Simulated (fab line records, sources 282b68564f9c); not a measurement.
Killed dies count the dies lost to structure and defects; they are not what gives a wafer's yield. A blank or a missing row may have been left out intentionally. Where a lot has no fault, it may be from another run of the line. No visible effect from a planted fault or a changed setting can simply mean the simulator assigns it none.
Which tool is to blame? -- flow rit cmos -- 15 lots with 45 wafers sampled at 3 steps, on a route of 202 steps

WHAT EACH GAUGE READ, for each wafer
RIT_M1_CD_MEAS_09: the cd target is 2600 nm. Usual: cd nm at 2600.0 nm, with a standard deviation of 2.
lot,measured,on,cd nm (nm),flag
L297,day 3 16:20,cd sem-02,2602.6 2602.0 2600.8,
L298,day 3 21:02,cd sem-02,2599.1 2600.5 2602.6,
L299,day 4 00:35,cd sem-01,2598.6 2598.5 2600.3,
L300,day 4 04:20,cd sem-01,2599.7 2596.8 2598.3,
L301,day 4 12:05,cd sem-01,- - -,OFF
L302,day 4 16:58,cd sem-01,- - -,OFF
L304,day 5 00:01,cd sem-02,- - -,OFF
L309,day 6 00:14,cd sem-01,2598.7 2597.3 2598.8,
L310,day 6 05:28,cd sem-01,2599.0 2598.3 2599.4,
L311,day 6 10:51,cd sem-01,2602.3 2600.8 2601.1,
L312,day 6 16:35,cd sem-01,2599.2 2599.8 2598.8,
L316,day 7 11:22,cd sem-02,2596.7 2597.4 2595.7,
L317,day 7 16:05,cd sem-01,2598.6 2596.4 2596.2,
L318,day 7 20:46,cd sem-02,2598.3 2599.8 2599.0,
L319,day 8 02:12,cd sem-01,2599.1 2598.2 2596.9,

RIT_M1_OVL_MEAS_10. Usual: M1_OVL 0.3 nm, standard deviation 1.6.
lot,measured,on,M1_OVL (nm),flag
L297,day 3 16:27,overlay-01,-0.9 -1.6 -1.8,
L298,day 3 21:08,overlay-02,1.5 2.7 4.1,
L299,day 4 00:42,overlay-01,1.0 0.2 -0.2,
L300,day 4 04:28,overlay-02,0.8 1.2 1.3,
L301,day 4 12:13,overlay-01,- - -,OFF
L302,day 4 17:05,overlay-01,- - -,OFF
L304,day 5 00:08,overlay-01,- - -,OFF
L309,day 6 00:21,overlay-02,0.7 0.9 -0.7,
L310,day 6 05:34,overlay-02,0.3 0.4 0.1,
L311,day 6 10:58,overlay-02,-1.1 1.2 -2.1,
L312,day 6 16:42,overlay-01,0.5 0.6 0.0,
L316,day 7 11:27,overlay-01,4.7 3.2 3.8,
L317,day 7 16:13,overlay-01,1.2 -0.2 -1.2,
L318,day 7 20:53,overlay-01,-0.8 -1.2 1.8,
L319,day 8 02:19,overlay-02,-0.9 -0.7 -0.2,

EACH LOT AND THE TOOL THAT RAN IT (in order: tool; ch and the chambers of the sampled wafers; start)
lot,RIT_M1_DEVELOP_08
L297,"litho track-03 ch 0, day 3 16:00"
L298,"litho track-02 ch 0, day 3 20:00"
L299,"litho track-02 ch 0, day 4 00:00"
L300,"litho track-04 ch 0, day 4 04:00"
L301,"litho track-02 ch 0, day 4 11:00"
L302,"litho track-02 ch 0, day 4 16:00"
L304,"litho track-02 ch 0, day 4 23:00"
L309,"litho track-04 ch 0, day 6 00:00"
L310,"litho track-03 ch 0, day 6 05:00"
L311,"litho track-03 ch 0, day 6 10:00"
L312,"litho track-03 ch 0, day 6 16:00"
L316,"litho track-04 ch 0, day 7 11:00"
L317,"litho track-03 ch 0, day 7 15:00"
L318,"litho track-04 ch 0, day 7 20:00"
L319,"litho track-04 ch 0, day 8 02:00"
- RIT_M1_DEVELOP_08: develop time 68 s.

WHAT THE TOOLS THEMSELVES READ (means of the sampled wafers that have a number; where no wafer has one, the mark that the record gives instead)
The record holds no such reading with a usual standard deviation.

THE ANSWER, worked out from the rows above alone
Rule: lot off if the mean of its wafers having a number is beyond 3 standard deviations from the usual mean. A lot without any number at a reading at which 4 lots or more have one is off too. Where the step has rows for the other lots, those lots are counted as sound. After the gauges, taken in route order, come the tools' own readings; for these a lot's mean is taken, as printed above. The first step at which some lot is off is used, and at that step the reading that is off furthest; a lot without a number counts as furthest.
Off: L301, L302, L304 (RIT_M1_CD_MEAS_09, cd nm). Without a number there: L301, L302, L304.
If a tool, at a process step before that reading, ran all the lots that are off and no sound lot after the first of them, it fits. The gauges at RIT_M1_CD_MEAS_09 aren't tried: what is off there is off at RIT_M1_OVL_MEAS_10 too, on other tools, and a gauge's error can't cause that. One candidate fits, namely litho track-02 at RIT_M1_DEVELOP_08. Its last sound lot is L299 (day 4 00:00), its first lot that is off L301 (day 4 11:00): a fault that began between those two fits.

WHAT THE SIMULATOR HAD INSERTED
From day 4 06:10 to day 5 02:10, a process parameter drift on litho track-02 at RIT_M1_DEVELOP_08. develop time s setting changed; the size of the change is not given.
Lots struck among those shown: L301, L302, L304. The rule given above showed the same thing.
